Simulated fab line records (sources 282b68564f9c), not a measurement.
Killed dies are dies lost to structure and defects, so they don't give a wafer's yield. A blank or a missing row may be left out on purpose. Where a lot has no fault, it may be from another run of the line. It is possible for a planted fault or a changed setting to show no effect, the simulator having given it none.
Which of the tools did it? | flow rit cmos | Sampling: 14 lots, 42 wafers, 5 of 202 route steps

## WHAT EACH GAUGE READ, for each wafer
RIT_NWELL_OVL_MEAS_06. Usual: NWELL_OVL gives 0.7 nm (standard deviation 1.4).
lot  | measured    | on         | NWELL_OVL (nm) | flag
L365 | day 2 13:32 | overlay-01 | 2.2 -0.2 0.0   |
L366 | day 2 23:01 | overlay-02 | 1.7 2.3 0.8    |
L367 | day 2 23:15 | overlay-01 | -1.3 -0.5 0.4  |
L369 | day 3 05:34 | overlay-02 | 1.7 2.6 1.4    |
L368 | day 3 05:49 | overlay-01 | 1.6 -0.4 1.6   |
L370 | day 3 10:24 | overlay-01 | 0.8 1.7 -1.6   |
L376 | day 4 11:32 | overlay-01 | -0.7 -0.2 -1.1 |
L378 | day 4 21:14 | overlay-02 | 3.8 2.0 1.4    |
L381 | day 5 10:43 | overlay-02 | 0.7 0.6 1.8    |
L382 | day 5 20:05 | overlay-01 | -0.8 -1.9 -1.3 |
L384 | day 6 01:02 | overlay-02 | 0.4 0.2 0.0    |
L385 | day 6 12:58 | overlay-01 | 0.5 -0.1 -0.4  |
L386 | day 6 14:24 | overlay-01 | 1.5 0.4 0.5    |
L387 | day 6 18:10 | overlay-01 | 1.3 0.9 0.9    |

RIT_FOX2_THK_MEAS_91. Usual: FIELD_OXIDE_LEFT_2_THK gives 256 nm (standard deviation 8.4).
lot  | measured    | on            | FIELD_OXIDE_LEFT_2_THK (nm) | flag
L365 | day 3 06:11 | film metro-02 | 250 249 256                 |
L366 | day 3 11:43 | film metro-01 | 245 247 248                 |
L367 | day 3 11:49 | film metro-03 | 262 261 261                 |
L369 | day 3 19:39 | film metro-03 | 257 265 260                 |
L368 | day 3 20:08 | film metro-01 | 246 252 250                 |
L370 | day 3 23:34 | film metro-03 | 266 267 262                 |
L376 | day 5 01:11 | film metro-02 | 253 250 253                 |
L378 | day 5 09:14 | film metro-01 | 247 247 249                 |
L381 | day 5 23:21 | film metro-03 | 264 262 261                 |
L382 | day 6 08:10 | film metro-01 | 246 240 239                 |
L384 | day 6 13:54 | film metro-01 | 255 253 249                 |
L385 | day 7 01:20 | film metro-02 | 261 259 263                 |
L386 | day 7 02:21 | film metro-01 | 253 254 255                 |
L387 | day 7 07:31 | film metro-02 | 251 261 258                 |

RIT_GATE_CD_MEAS_16 targets a cd of 150 nm. Usual: cd nm reads 148.9 nm (standard deviation 2.2).
lot  | measured    | on        | cd nm (nm)        | flag
L365 | day 3 14:13 | cd sem-02 | 147.9 148.3 148.0 |
L366 | day 3 19:31 | cd sem-02 | 146.5 149.0 149.4 |
L367 | day 3 20:01 | cd sem-01 | 145.9 145.2 147.4 |
L369 | day 3 23:45 | cd sem-02 | 150.2 148.2 149.4 |
L368 | day 4 00:42 | cd sem-02 | - 60.0 -          | OFF
L370 | day 4 08:35 | cd sem-01 | - - -             | OFF
L376 | day 5 07:02 | cd sem-01 | 149.4 149.1 149.5 |
L378 | day 5 17:35 | cd sem-02 | 147.1 146.5 147.2 |
L381 | day 6 10:19 | cd sem-01 | 147.2 148.9 147.9 |
L382 | day 6 13:34 | cd sem-01 | 149.0 150.7 152.4 |
L384 | day 6 18:04 | cd sem-01 | 151.0 150.5 151.4 |
L385 | day 7 08:13 | cd sem-01 | 151.0 148.8 151.4 |
L386 | day 7 08:27 | cd sem-01 | 150.2 146.4 148.4 |
L387 | day 7 12:07 | cd sem-02 | 150.5 149.0 149.0 |

RIT_GATE_OVL_MEAS_17. Usual: GATE_OVL gives -0.3 nm (standard deviation 1.5).
lot  | measured    | on         | GATE_OVL (nm)  | flag
L365 | day 3 14:20 | overlay-01 | 1.9 0.9 -0.1   |
L366 | day 3 19:37 | overlay-01 | -0.9 -1.8 -1.4 |
L367 | day 3 20:08 | overlay-02 | 3.2 0.4 -1.1   |
L369 | day 3 23:52 | overlay-02 | -0.3 -2.0 0.7  |
L368 | day 4 00:49 | overlay-01 | - -0.3 -       |
L370 | day 4 08:42 | overlay-01 | - - -          | OFF
L376 | day 5 07:09 | overlay-02 | 2.2 0.3 0.6    |
L378 | day 5 17:41 | overlay-01 | -0.9 1.0 0.5   |
L381 | day 6 10:26 | overlay-01 | -0.1 1.1 2.4   |
L382 | day 6 13:41 | overlay-01 | 0.0 -0.2 -2.1  |
L384 | day 6 18:10 | overlay-02 | -0.9 -3.8 0.3  |
L385 | day 7 08:20 | overlay-02 | -0.5 -2.7 -1.9 |
L386 | day 7 08:34 | overlay-01 | 1.5 1.4 0.9    |
L387 | day 7 12:13 | overlay-01 | 0.6 1.3 1.2    |

## WHAT TOOL EACH LOT RAN ON (gives the tool, then ch and the chambers of the sampled wafers, and finally the start)
lot  | RIT_GATE_EXPOSE_13
L365 | iline stepper-01 ch 0, day 3 13:49
L366 | iline stepper-02 ch 0, day 3 18:59
L367 | iline stepper-01 ch 0, day 3 19:12
L369 | iline stepper-02 ch 0, day 3 23:21
L368 | iline stepper-01 ch 0, day 4 00:16
L370 | iline stepper-01 ch 0, day 4 07:59
L376 | iline stepper-02 ch 0, day 5 06:30
L378 | iline stepper-02 ch 0, day 5 17:11
L381 | iline stepper-02 ch 0, day 6 09:52
L382 | iline stepper-02 ch 0, day 6 13:10
L384 | iline stepper-02 ch 0, day 6 17:40
L385 | iline stepper-02 ch 0, day 7 07:49
L386 | iline stepper-01 ch 0, day 7 08:03
L387 | iline stepper-02 ch 0, day 7 11:43
- RIT_GATE_EXPOSE_13: exposes mask M6, target cd 150 nm.

## WHAT THE TOOLS THEMSELVES READ (means of the sampled wafers that have a number; where no wafer has one, the mark that the record gives instead)
The record holds no such reading with a usual standard deviation.

## THE ANSWER, worked out from the rows above alone
Rule: lot off if the mean of its wafers having a number is beyond 3 standard deviations from the usual mean. Also off: a lot with no number at a reading for which 4 or more lots have one. Where the step has rows for the other lots, those lots are counted as sound. After the gauges, taken in route order, come the tools' own readings; for these a lot's mean is taken, as printed above. The first step at which some lot is off is used, and at that step the reading that is off furthest; a lot without a number counts as furthest.
Off at RIT_GATE_CD_MEAS_16 (cd nm): L368, L370. Without a number there: L370.
If a tool, at a process step before that reading, ran all the lots that are off and no sound lot after the first of them, it fits. Gauges at RIT_GATE_CD_MEAS_16: tried the same way as those tools. Of those tried, none fits.

## WHAT WAS PUT IN BY THE SIMULATOR
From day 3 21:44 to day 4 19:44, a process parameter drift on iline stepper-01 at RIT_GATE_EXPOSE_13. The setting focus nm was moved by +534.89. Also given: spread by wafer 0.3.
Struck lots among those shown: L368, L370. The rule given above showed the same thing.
